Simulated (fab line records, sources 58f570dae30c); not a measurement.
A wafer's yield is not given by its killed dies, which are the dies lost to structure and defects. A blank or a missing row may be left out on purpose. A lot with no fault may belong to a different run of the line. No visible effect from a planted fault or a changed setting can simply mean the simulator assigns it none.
fab line records | flow berkeley-cmos170
record lots=5 wafers=23
route steps=331 shown SPACER@171 PSD@178 NSD@190 CONTACT@228 M1@238 V1@261
start-h: hours from the record's first day to the start of the lot's first wafer shown | wait-h: hours from the lot's prior step to this one | " identical to the entry in the row above | L1.1+2: a row that stands for several wafers | - no value present, or no start provided | * or withheld: withheld | < > ~ a bound
route shown NAME@n: names a module that has steps shown in the file, with the first one's number in the route | usual: mean and standard deviation over wafers with no fault | same: alike in all rows | chamber/n: place in a boat | sites: the reading at each site | _std_site: standard deviation across them | _edge_site: the outer-site mean with the inner-site mean subtracted | radius-mm: for every site, how far away it sits from the centre of the wafer | mask NAME#n: copy n | behind: the last tool/chamber to shape the wafer | hold: cause of the lot's hold/its duration in hours/its outcome | device: the n, p or np transistor that did not switch | end of line: at the end of the route, the tests of the same wafers | step lacking rows: just its recipe | killed: not the wafer's yield, but the dies lost to structure and defects at the first sort | map: per-die view of a wafer (x killed, . not killed, _ where there is no die)
set.NAME: the setting the step ran with; set.NAME@STEP: the setting that earlier step ran with | model.NAME: the simulator's own value behind a step, which no gauge read
lots with deliberately changed settings; one table per step, one row per wafer
## steps
# step UCB170_SPACER_CVD_00
# recipe material=SiO2 target-thk-nm=376 temp-c=390 precursor=TEOS/O2 time-s=47 rf-w=550 pressure-mtorr=9000
# columns lot.wafer tool chamber start-h wait-h set.time-s model.SiO2_of_SPACER_CVD_00.thk-nm
L076.1 pecvd-01 0 165.21 0.0 47 379.1
L076.2 " 1 " " 42.4 343.6
L076.3 " 2 " " 42.4 335
L076.5 " 2 " " 47 379.2
L076.6 " 1 " " 42.4 345.6
L080.1 pecvd-02 2 174.95 0.0 47 377.2
L080.2 " 0 " " 47 368.9
L080.3 " 1 " " 49.55 392.9
L080.4 " 1 " " 47 376.7
L080.6 " 0 " " 49.55 390.5
L081.2 pecvd-03 2 185.16 0.0 47 374.2
L081.3 " 0 " " 49.75 401
L081.4 " 2 " " 49.75 402.4
L081.5 " 0 " " 49.75 400.3
L081.6 " 1 " " 47 378.9
L082.1 pecvd-02 1 185.33 0.0 47 373.9
L082.4 " 1 " " 47 382.6
L082.6 " 0 " " 47 376.4
L083.1 pecvd-01 2 186.59 0.0 44.19 348.5
L083.2 " 1 " " 47 373.7
L083.4 " 2 " " 44.19 354.9
L083.5 " 1 " " 44.19 356.4
L083.6 " 0 " " 47 380.1
# step UCB170_SPACER_THK_MEAS_01
# recipe reads=SiO2_of_SPACER_CVD_00
# usual SPACER_TEOS_THK=377/4.8
# columns lot.wafer tool chamber start-h wait-h set.time-s@SPACER_CVD_00 SPACER_TEOS_THK[nm]
L076.1 film-metro-04 - 165.25 0.0 47 379
L076.2 " - " " 42.4 344
L076.3 " - " " 42.4 335
L076.5 " - " " 47 379
L076.6 " - " " 42.4 345
L080.1 film-metro-02 - 174.99 0.0 47 377
L080.2 " - " " 47 369
L080.3 " - " " 49.55 393
L080.4 " - " " 47 377
L080.6 " - " " 49.55 391
L081.2 film-metro-03 - 185.21 0.0 47 374
L081.3 " - " " 49.75 401
L081.4 " - " " 49.75 402
L081.5 " - " " 49.75 400
L081.6 " - " " 47 379
L082.1 film-metro-04 - 185.38 0.0 47 374
L082.4 " - " " 47 383
L082.6 " - " " 47 377
L083.1 film-metro-02 - 186.63 0.0 44.19 349
L083.2 " - " " 47 374
L083.4 " - " " 44.19 355
L083.5 " - " " 44.19 356
L083.6 " - " " 47 380
# step UCB170_SPACER_ANNEAL_02
# recipe temp-c=900 time-s=1800 ambient=N2
# step UCB170_SPACER_ETCHBACK_03
# recipe stop-on=Si target=SiO2 chemistry=CHF3/CF4/Ar CHF3_flow_sccm=50 cf4-flow-sccm=10 Ar_flow_sccm=120 pressure-mtorr=200 rf-w=500 target-depth-a=3760 time-s=100
# columns lot.wafer tool chamber start-h wait-h set.time-s@SPACER_CVD_00 model.etch.depth-nm
L076.1 rie-diel-01 1 169.09 0.0 47 379.1
L076.2+6 " 3 " " 42.4 -
L076.3 " 0 " " 42.4 335
L076.5 " 0 " " 47 379.2
L080.1+4 rie-diel-03 1,0 177.84 0.1 47 -
L080.2 " 3 " " 47 368.9
L080.3 " 2 " " 49.55 392.9
L080.6 " 1 " " 49.55 390.5
L081.2 rie-diel-02 2 190.61 0.0 47 374.2
L081.3 " 1 " " 49.75 401
L081.4 " 0 " " 49.75 402.4
L081.5 " 2 " " 49.75 400.3
L081.6 " 1 " " 47 378.9
L082.1 rie-diel-01 1 190.61 0.0 47 373.9
L082.4 " 1 " " 47 382.6
L082.6 " 3 " " 47 376.4
L083.1 rie-diel-03 3 190.61 0.0 44.19 348.5
L083.2 " 2 " " 47 373.7
L083.4 " 0 " " 44.19 354.9
L083.5 " 0 " " 44.19 356.4
L083.6 " 1 " " 47 380.1
# step UCB170_PSD_EXPOSE_03
# recipe mask-id=PSELECT_MOD na=0.5 sigma-outer=0.6 source-shape=conventional target-cd-nm=1200 dose-mj=30
# columns lot.wafer tool chamber start-h wait-h mask set.dose-mj
L076.1+6 krf-scanner-02 0 170.19 0.2 PSELECT_MOD#0 30
L076.2+3+5 " 0 " " PSELECT_MOD#0 31.69
L080.1+6 krf-scanner-02 0 179.17 0.6 PSELECT_MOD#0 28.13
L080.2+3+4 " 0 " " PSELECT_MOD#0 30
L081.2+4+5 krf-scanner-01 0 191.44 0.3 PSELECT_MOD#0 30.74
L081.3+6 " 0 " " PSELECT_MOD#0 30
L082.1+4+6 krf-scanner-02 0 191.68 0.2 PSELECT_MOD#0 30
L083.1+2+4+5+6 krf-scanner-02 0 191.80 0.3 PSELECT_MOD#0 30
# step UCB170_PSD_PEB_04
# recipe peb-temp-c=130 peb-time-s=withheld resist=KrF
# step UCB170_PSD_DEVELOP_05
# recipe developer=TMAH develop-time-s=45 resist=KrF dev-temp-c=21
# step UCB170_PSD_CD_MEAS_06
# recipe target-cd-nm=1200
# usual cd-nm=1199.8/1.2
# columns lot.wafer tool chamber start-h wait-h set.dose-mj@PSD_EXPOSE_03 cd-nm
L076.1 cd-sem-01 - 170.90 - 30 1200.8
L076.2 " - " " 31.69 1211.4
L076.3 " - " " 31.69 1211.5
L076.5 " - " " 31.69 1209.8
L076.6 " - " " 30 1200.4
L080.1 cd-sem-01 - 180.32 - 28.13 1186.6
L080.2 " - " " 30 1199.9
L080.3 " - " " 30 1198.3
L080.4 " - " " 30 1198.3
L080.6 " - " " 28.13 1187.7
L081.2 cd-sem-01 - 192.42 - 30.74 1202.3
L081.3 " - " " 30 1198.5
L081.4 " - " " 30.74 1202.3
L081.5 " - " " 30.74 1202.8
L081.6 " - " " 30 1199.5
L082.1 cd-sem-01 - 192.55 - 30 1199.5
L082.4 " - " " 30 1199.1
L082.6 " - " " 30 1200.3
L083.1 cd-sem-02 - 192.63 - 30 1198.0
L083.2 " - " " 30 1198.9
L083.4 " - " " 30 1198.6
L083.5 " - " " 30 1200.6
L083.6 " - " " 30 1199.2
# step UCB170_NSD_EXPOSE_03
# recipe mask-id=NSELECT_MOD na=0.5 sigma-outer=0.6 source-shape=conventional target-cd-nm=1200 dose-mj=30
# columns lot.wafer tool chamber start-h wait-h mask set.dose-mj
L076.1+5+6 krf-scanner-02 0 172.69 0.1 NSELECT_MOD#0 30
L076.2+3 " 0 " " NSELECT_MOD#0 32.14
L080.1+4+6 krf-scanner-02 0 182.31 0.1 NSELECT_MOD#0 30
L080.2+3 " 0 " " NSELECT_MOD#0 29.32
L081.2+3 krf-scanner-02 0 193.68 0.1 NSELECT_MOD#0 31.46
L081.4+5+6 " 0 " " NSELECT_MOD#0 30
L082.1+4+6 krf-scanner-02 0 193.80 0.1 NSELECT_MOD#0 30
L083.1+2+4 krf-scanner-01 0 194.12 0.2 NSELECT_MOD#0 30
L083.5+6 " 0 " " NSELECT_MOD#0 28.89
# step UCB170_NSD_PEB_04
# recipe peb-temp-c=130 peb-time-s=withheld resist=KrF
# step UCB170_NSD_DEVELOP_05
# recipe developer=TMAH develop-time-s=45 resist=KrF dev-temp-c=21
# step UCB170_NSD_CD_MEAS_06
# recipe target-cd-nm=1200
# usual cd-nm=1199.0/1.3
# columns lot.wafer tool chamber start-h wait-h set.dose-mj@NSD_EXPOSE_03 cd-nm
L076.1 cd-sem-01 - 173.82 - 30 1196.8
L076.2 " - " " 32.14 1209.1
L076.3 " - " " 32.14 1210.1
L076.5 " - " " 30 1197.6
L076.6 " - " " 30 1197.3
L080.1 cd-sem-02 - 183.67 - 30 1199.7
L080.2 " - " " 29.32 1194.0
L080.3 " - " " 29.32 1194.9
L080.4 " - " " 30 1199.9
L080.6 " - " " 30 1198.7
L081.2 cd-sem-01 - 194.10 - 31.46 1206.8
L081.3 " - " " 31.46 1206.5
L081.4 " - " " 30 1196.9
L081.5 " - " " 30 1198.5
L081.6 " - " " 30 1196.7
L082.1 cd-sem-02 - 194.27 - 30 1199.6
L082.4 " - " " 30 1199.3
L082.6 " - " " 30 1200.2
L083.1 cd-sem-02 - 194.51 - 30 1196.9
L083.2 " - " " 30 1199.0
L083.4 " - " " 30 1199.9
L083.5 " - " " 28.89 1192.5
L083.6 " - " " 28.89 1191.9
# step UCB170_CONTACT_EXPOSE_12
# recipe mask-id=CONT target-cd-nm=700 na=0.5 sigma-outer=0.6 source-shape=conventional dose-mj=35
# columns lot.wafer tool chamber start-h wait-h mask set.dose-mj
L076.1+2+5 krf-scanner-01 0 181.59 - CONT#0 35
L076.3+6 " 0 " " CONT#0 34.01
L080.1+6 krf-scanner-02 0 190.69 - CONT#0 35
L080.2+3+4 " 0 " " CONT#0 32.81
L081.2+3+5 krf-scanner-01 0 200.05 - CONT#0 35
L081.4+6 " 0 " " CONT#0 36.48
L082.1+4+6 krf-scanner-02 0 202.13 - CONT#0 35
L083.1+5+6 krf-scanner-01 0 202.44 - CONT#0 36.62
L083.2+4 " 0 " " CONT#0 35
# step UCB170_CONTACT_PEB_13
# recipe peb-temp-c=130 peb-time-s=withheld resist=KrF
# step UCB170_CONTACT_DEVELOP_14
# recipe developer=TMAH develop-time-s=45 resist=KrF dev-temp-c=21
# step UCB170_CONTACT_CD_MEAS_15
# recipe target-cd-nm=700
# usual cd-nm=700.0/1.6
# columns lot.wafer tool chamber start-h wait-h set.dose-mj@CONTACT_EXPOSE_12 cd-nm
L076.1 cd-sem-01 - 182.86 - 35 700.5
L076.2 " - " " 35 702.1
L076.3 " - " " 34.01 696.8
L076.5 " - " " 35 702.4
L076.6 " - " " 34.01 696.2
L080.1 cd-sem-01 - 191.24 - 35 699.1
L080.2 " - " " 32.81 688.5
L080.3 " - " " 32.81 689.8
L080.4 " - " " 32.81 689.6
L080.6 " - " " 35 700.5
L081.2 cd-sem-02 - 200.44 - 35 699.4
L081.3 " - " " 35 698.3
L081.4 " - " " 36.48 707.0
L081.5 " - " " 35 699.8
L081.6 " - " " 36.48 705.9
L082.1 cd-sem-01 - 202.79 - 35 696.2
L082.4 " - " " 35 696.1
L082.6 " - " " 35 697.2
L083.1 cd-sem-01 - 203.07 - 36.62 706.5
L083.2 " - " " 35 699.1
L083.4 " - " " 35 698.9
L083.5 " - " " 36.62 708.4
L083.6 " - " " 36.62 706.6
# step UCB170_CONTACT_ETCH_17
# recipe chemistry=N2/H2 target-depth-a=withheld overetch-a=withheld target=BARC time-s=withheld source-w=500 bias-w=100 pressure-mtorr=30 n2-flow-sccm=100 h2-flow-sccm=200
# columns lot.wafer tool chamber start-h wait-h set.dose-mj@CONTACT_EXPOSE_12 model.CONTACT.cd-nm
L076.1 rie-diel-04 1 183.02 0.0 35 699.4
L076.2 " 3 " " 35 702
L076.3 " 2 " " 34.01 696.2
L076.5 " 3 " " 35 702.6
L076.6 " 2 " " 34.01 695.6
L080.1 rie-diel-04 3 191.40 0.0 35 699.8
L080.2 " 2 " " 32.81 688
L080.3 " 0 " " 32.81 689.7
L080.4 " 3 " " 32.81 690.1
L080.6 " 0 " " 35 700.4
L081.2 rie-diel-04 0 200.58 0.0 35 699.5
L081.3 " 3 " " 35 698.2
L081.4 " 2 " " 36.48 707
L081.5 " 3 " " 35 699.9
L081.6 " 0 " " 36.48 706.2
L082.1 rie-diel-02 3 202.95 0.0 35 697.3
L082.4 " 1 " " 35 696.1
L082.6 " 1 " " 35 696.5
L083.1 rie-diel-04 2 203.23 0.0 36.62 706.2
L083.2 " 3 " " 35 699.2
L083.4 " 0 " " 35 698.3
L083.5 " 2 " " 36.62 707.9
L083.6 " 3 " " 36.62 706.6
# step UCB170_CONTACT_ETCH_18
# recipe chemistry=CHF3/CF4/Ar target=PSG stop-on=TiSi2 CHF3_flow_sccm=45 cf4-flow-sccm=15 Ar_flow_sccm=150 pressure-mtorr=200 rf-w=700 target-depth-a=8400 over-etch-frac=0.2 time-s=195
# columns lot.wafer tool chamber start-h wait-h set.dose-mj@CONTACT_EXPOSE_12 model.CONTACT.cd-nm
L076.1 rie-diel-04 1 - - 35 699.2
L076.2 " 3 " " 35 703
L076.3 " 2 " " 34.01 696.6
L076.5 " 3 " " 35 703.4
L076.6 " 2 " " 34.01 696.2
L080.1 rie-diel-04 3 - - 35 700.3
L080.2 " 2 " " 32.81 687.9
L080.3 " 0 " " 32.81 690.6
L080.4 " 3 " " 32.81 690.9
L080.6 " 0 " " 35 700.7
L081.2 rie-diel-04 0 - - 35 700.1
L081.3 " 3 " " 35 698.8
L081.4 " 2 " " 36.48 707.1
L081.5 " 3 " " 35 700.8
L081.6 " 0 " " 36.48 707
L082.1 rie-diel-02 3 - - 35 697.5
L082.4 " 1 " " 35 695.1
L082.6 " 1 " " 35 695.3
L083.1 rie-diel-04 2 - - 36.62 706.2
L083.2 " 3 " " 35 700.1
L083.4 " 0 " " 35 698.7
L083.5 " 2 " " 36.62 708.1
L083.6 " 3 " " 36.62 707.2
# step UCB170_CONTACT_STRIP_19
# recipe chemistry=O2 power-w=400 pressure-mtorr=3500 platen-temp-c=withheld o2-flow-sccm=400 overash-fraction=0.5
# step UCB170_CONTACT_CD_MEAS_90
# recipe target-cd-nm=700
# usual cd-nm=700.0/2.1
# columns lot.wafer tool chamber start-h wait-h set.dose-mj@CONTACT_EXPOSE_12 cd-nm
L076.1 cd-sem-02 - 183.43 0.2 35 699.4
L076.2 " - " " 35 703.1
L076.3 " - " " 34.01 696.9
L076.5 " - " " 35 702.9
L076.6 " - " " 34.01 696.0
L080.1 cd-sem-02 - 191.67 0.1 35 700.3
L080.2 " - " " 32.81 688.3
L080.3 " - " " 32.81 690.5
L080.4 " - " " 32.81 691.0
L080.6 " - " " 35 700.7
L081.2 cd-sem-02 - 200.87 0.1 35 700.3
L081.3 " - " " 35 698.7
L081.4 " - " " 36.48 707.1
L081.5 " - " " 35 700.4
L081.6 " - " " 36.48 707.2
L082.1 cd-sem-02 - 203.23 0.1 35 697.2
L082.4 " - " " 35 695.3
L082.6 " - " " 35 695.2
L083.1 cd-sem-01 - 203.49 0.1 36.62 706.2
L083.2 " - " " 35 700.2
L083.4 " - " " 35 698.5
L083.5 " - " " 36.62 708.3
L083.6 " - " " 36.62 707.4
# step UCB170_M1_SPUTTER_00
# recipe material=Al target-thk-nm=600 time-s=80 power-w=6000 chamber-pressure-pa=0.5
# columns lot.wafer tool chamber start-h wait-h set.time-s model.Al_of_M1_SPUTTER_00.thk-nm
L076.1 pvd-sputter-04 - 183.73 0.0 80 586.3
L076.2 " - " " 69.74 511.8
L076.3 " - " " 80 597.6
L076.5 " - " " 80 596.6
L076.6 " - " " 69.74 512
L080.1 pvd-sputter-03 - 191.96 0.0 85.89 652.1
L080.2 " - " " 80 596.7
L080.3 " - " " 80 610.5
L080.4 " - " " 85.89 640
L080.6 " - " " 80 601
L081.2 pvd-sputter-03 - 201.14 0.0 80 613.8
L081.3 " - " " 80 608.5
L081.4 " - " " 80 611.9
L081.5 " - " " 80 601.1
L081.6 " - " " 80 610.6
L082.1 pvd-sputter-02 - 203.63 0.0 80 603.6
L082.4 " - " " 80 607
L082.6 " - " " 80 615.1
L083.1 pvd-sputter-04 - 205.11 0.0 80 589.3
L083.2 " - " " 83.69 625.4
L083.4 " - " " 80 601.5
L083.5 " - " " 83.69 620.7
L083.6 " - " " 80 599.8
# step UCB170_M1_RS_MEAS_01
# recipe thk-meas-gauge=four-point-probe reads=Al_of_M1_SPUTTER_00
# usual M1_AL_RS=0.0485/0.00065
# columns lot.wafer tool chamber start-h wait-h set.time-s@M1_SPUTTER_00 M1_AL_RS[ohm/sq]
L076.1 film-metro-04 - 183.80 0.0 80 0.0496
L076.2 " - " " 69.74 0.0571
L076.3 " - " " 80 0.0488
L076.5 " - " " 80 0.0489
L076.6 " - " " 69.74 0.0571
L080.1 film-metro-04 - 192.02 0.0 85.89 0.0445
L080.2 " - " " 80 0.0488
L080.3 " - " " 80 0.0477
L080.4 " - " " 85.89 0.0454
L080.6 " - " " 80 0.0484
L081.2 film-metro-03 - 201.22 0.1 80 0.0474
L081.3 " - " " 80 0.0478
L081.4 " - " " 80 0.0475
L081.5 " - " " 80 0.0485
L081.6 " - " " 80 0.0478
L082.1 film-metro-01 - 203.69 0.0 80 0.0481
L082.4 " - " " 80 0.0479
L082.6 " - " " 80 0.0473
L083.1 film-metro-04 - 205.18 0.0 80 0.0495
L083.2 " - " " 83.69 0.0465
L083.4 " - " " 80 0.0484
L083.5 " - " " 83.69 0.0469
L083.6 " - " " 80 0.0486
# step UCB170_M1_THK_MEAS_02
# recipe thk-meas-gauge=xrf reads=Al_of_M1_SPUTTER_00
# usual M1_AL_THK=593/9.8
# columns lot.wafer tool chamber start-h wait-h set.time-s@M1_SPUTTER_00 M1_AL_THK[nm]
L076.1 film-metro-04 - 183.92 0.1 80 584
L076.2 " - " " 69.74 508
L076.3 " - " " 80 589
L076.5 " - " " 80 590
L076.6 " - " " 69.74 505
L080.1 film-metro-04 - 192.14 0.1 85.89 645
L080.2 " - " " 80 592
L080.3 " - " " 80 604
L080.4 " - " " 85.89 631
L080.6 " - " " 80 594
L081.2 film-metro-03 - 201.33 0.1 80 603
L081.3 " - " " 80 601
L081.4 " - " " 80 601
L081.5 " - " " 80 592
L081.6 " - " " 80 599
L082.1 film-metro-01 - 203.81 0.1 80 601
L082.4 " - " " 80 603
L082.6 " - " " 80 609
L083.1 film-metro-04 - 205.30 0.1 80 579
L083.2 " - " " 83.69 620
L083.4 " - " " 80 597
L083.5 " - " " 83.69 611
L083.6 " - " " 80 597
# step UCB170_V1_COAT_07
# recipe resist=KrF spin-rpm=1500 resist-thk-nm=900
# columns lot.wafer tool chamber start-h wait-h set.spin-rpm model.KrF_of_V1_COAT_07.thk-nm
L076.1 litho-track-02 0 188.90 0.1 1593 875.3
L076.2 " 0 " " 1500 904.3
L076.3 " 0 " " 1500 900.1
L076.5 " 0 " " 1593 876.7
L076.6 " 0 " " 1500 900.2
L080.1 litho-track-01 0 197.67 0.1 1428 923.5
L080.2 " 0 " " 1500 902.7
L080.3 " 0 " " 1500 902
L080.4 " 0 " " 1428 924.8
L080.6 " 0 " " 1428 924.1
L081.2 litho-track-01 0 206.19 0.1 1590 870.9
L081.3 " 0 " " 1500 894.9
L081.4 " 0 " " 1500 900.2
L081.5 " 0 " " 1500 896.2
L081.6 " 0 " " 1590 872
L082.1 litho-track-02 0 210.45 0.1 1500 901.2
L082.4 " 0 " " 1500 901.5
L082.6 " 0 " " 1500 903.1
L083.1 litho-track-02 0 213.08 0.1 1500 906.6
L083.2 " 0 " " 1555 890
L083.4 " 0 " " 1555 889.3
L083.5 " 0 " " 1500 905
L083.6 " 0 " " 1555 888.3
# step UCB170_V1_ETCH_14
# recipe chemistry=CHF3/CF4/Ar target=SiO2 stop-on=Al CHF3_flow_sccm=45 cf4-flow-sccm=15 Ar_flow_sccm=150 pressure-mtorr=200 rf-w=700 target-depth-a=12500 over-etch-frac=0.25 time-s=291
# columns lot.wafer tool chamber start-h wait-h set.over-etch-frac set.spin-rpm@V1_COAT_07 model.KrF_of_V1_COAT_07.thk-nm
L076.1 rie-diel-01 3 190.13 0.0 0.1973 1593 589.2
L076.2 " 0 " " 0.1973 1500 620.6
L076.3+6 " 1 " " 0.25 1500 610
L076.5 " 0 " " 0.25 1593 579.7
L080.1 rie-diel-03 0 198.64 0.0 0.25 1428 625.5
L080.2 " 2 " " 0.25 1500 608.5
L080.3 " 1 " " 0.2081 1500 624.1
L080.4 " 3 " " 0.2081 1428 651.4
L080.6 " 3 " " 0.2081 1428 650.7
L081.2 rie-diel-04 3 207.03 0.0 0.25 1590 579.9
L081.3 " 0 " " 0.25 1500 594.6
L081.4 " 3 " " 0.25 1500 609.5
L081.5 " 2 " " 0.25 1500 607.2
L081.6 " 0 " " 0.25 1590 573.1
L082.1 rie-diel-03 3 211.63 0.0 0.25 1500 620.8
L082.4 " 1 " " 0.25 1500 612.4
L082.6 " 3 " " 0.25 1500 622.4
L083.1 rie-diel-01 0 214.73 0.0 0.25 1500 614.9
L083.2 " 1 " " 0.25 1555 601.5
L083.4 " 1 " " 0.3181 1555 585.6
L083.5 " 0 " " 0.25 1500 613.2
L083.6 " 3 " " 0.3181 1555 577.3
# step UCB170_V1_STRIP_15
# recipe chemistry=O2 power-w=400 pressure-mtorr=3500 platen-temp-c=withheld o2-flow-sccm=400 overash-fraction=0.5
# usual strip-time-to-endpoint-s=15.27/0.14
# columns lot.wafer tool chamber start-h wait-h set.spin-rpm@V1_COAT_07 strip-time-to-endpoint-s
L076.1 plasma-asher-04 1 190.30 0.1 1593 14.84
L076.2 " 0 " " 1500 15.57
L076.3 " 0 " " 1500 15.31
L076.5 " 1 " " 1593 14.60
L076.6 " 0 " " 1500 15.32
L080.1 plasma-asher-03 1 198.82 0.1 1428 15.66
L080.2 " 0 " " 1500 15.27
L080.3 " 1 " " 1500 15.64
L080.4 " 0 " " 1428 16.21
L080.6 " 0 " " 1428 16.21
L081.2 plasma-asher-04 0 207.21 0.1 1590 14.60
L081.3 " 0 " " 1500 14.93
L081.4 " 1 " " 1500 15.30
L081.5 " 1 " " 1500 15.24
L081.6 " 0 " " 1590 14.43
L082.1 plasma-asher-03 1 211.81 0.1 1500 15.57
L082.4 " 0 " " 1500 15.34
L082.6 " 1 " " 1500 15.60
L083.1 plasma-asher-03 0 214.90 0.1 1500 15.43
L083.2 " 1 " " 1555 15.11
L083.4 " 1 " " 1555 14.75
L083.5 " 0 " " 1500 15.39
L083.6 " 1 " " 1555 14.55
## key
split step=UCB170_SPACER_CVD_00 setting=time-s stated=47 by=wafer
response step=UCB170_SPACER_CVD_00 reading=model.SiO2_of_SPACER_CVD_00.thk-nm change=+3.84 per=1% r=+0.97
response step=UCB170_SPACER_THK_MEAS_01 reading=SPACER_TEOS_THK change=+3.83 per=1% r=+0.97
response step=UCB170_SPACER_ETCHBACK_03 reading=model.etch.depth-nm change=+4.26 per=1% r=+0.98
split step=UCB170_PSD_EXPOSE_03 setting=dose-mj stated=30 by=wafer
response step=UCB170_PSD_CD_MEAS_06 reading=cd-nm change=+1.82 per=1% r=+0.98
split step=UCB170_NSD_EXPOSE_03 setting=dose-mj stated=30 by=wafer
response step=UCB170_NSD_CD_MEAS_06 reading=cd-nm change=+1.8 per=1% r=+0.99
split step=UCB170_CONTACT_EXPOSE_12 setting=dose-mj stated=35 by=wafer
response step=UCB170_CONTACT_CD_MEAS_15 reading=cd-nm change=+1.72 per=1% r=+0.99
response step=UCB170_CONTACT_ETCH_17 reading=model.CONTACT.cd-nm change=+1.76 per=1% r=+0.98
response step=UCB170_CONTACT_ETCH_18 reading=model.CONTACT.cd-nm change=+1.72 per=1% r=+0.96
response step=UCB170_CONTACT_CD_MEAS_90 reading=cd-nm change=+1.73 per=1% r=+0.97
split step=UCB170_M1_SPUTTER_00 setting=time-s stated=80 by=wafer
response step=UCB170_M1_SPUTTER_00 reading=model.Al_of_M1_SPUTTER_00.thk-nm change=+6.19 per=1% r=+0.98
response step=UCB170_M1_RS_MEAS_01 reading=M1_AL_RS change=-0.000572 per=1% r=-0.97
response step=UCB170_M1_THK_MEAS_02 reading=M1_AL_THK change=+6.1 per=1% r=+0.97
split step=UCB170_V1_COAT_07 setting=spin-rpm stated=1500 by=wafer
response step=UCB170_V1_COAT_07 reading=model.KrF_of_V1_COAT_07.thk-nm change=-4.31 per=1% r=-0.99
response step=UCB170_V1_ETCH_14 reading=model.KrF_of_V1_COAT_07.thk-nm change=-5.09 per=1% r=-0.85
response step=UCB170_V1_STRIP_15 reading=strip-time-to-endpoint-s change=* per=1% r=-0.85
split step=UCB170_V1_ETCH_14 setting=over-etch-frac stated=0.25 by=wafer
response none clear
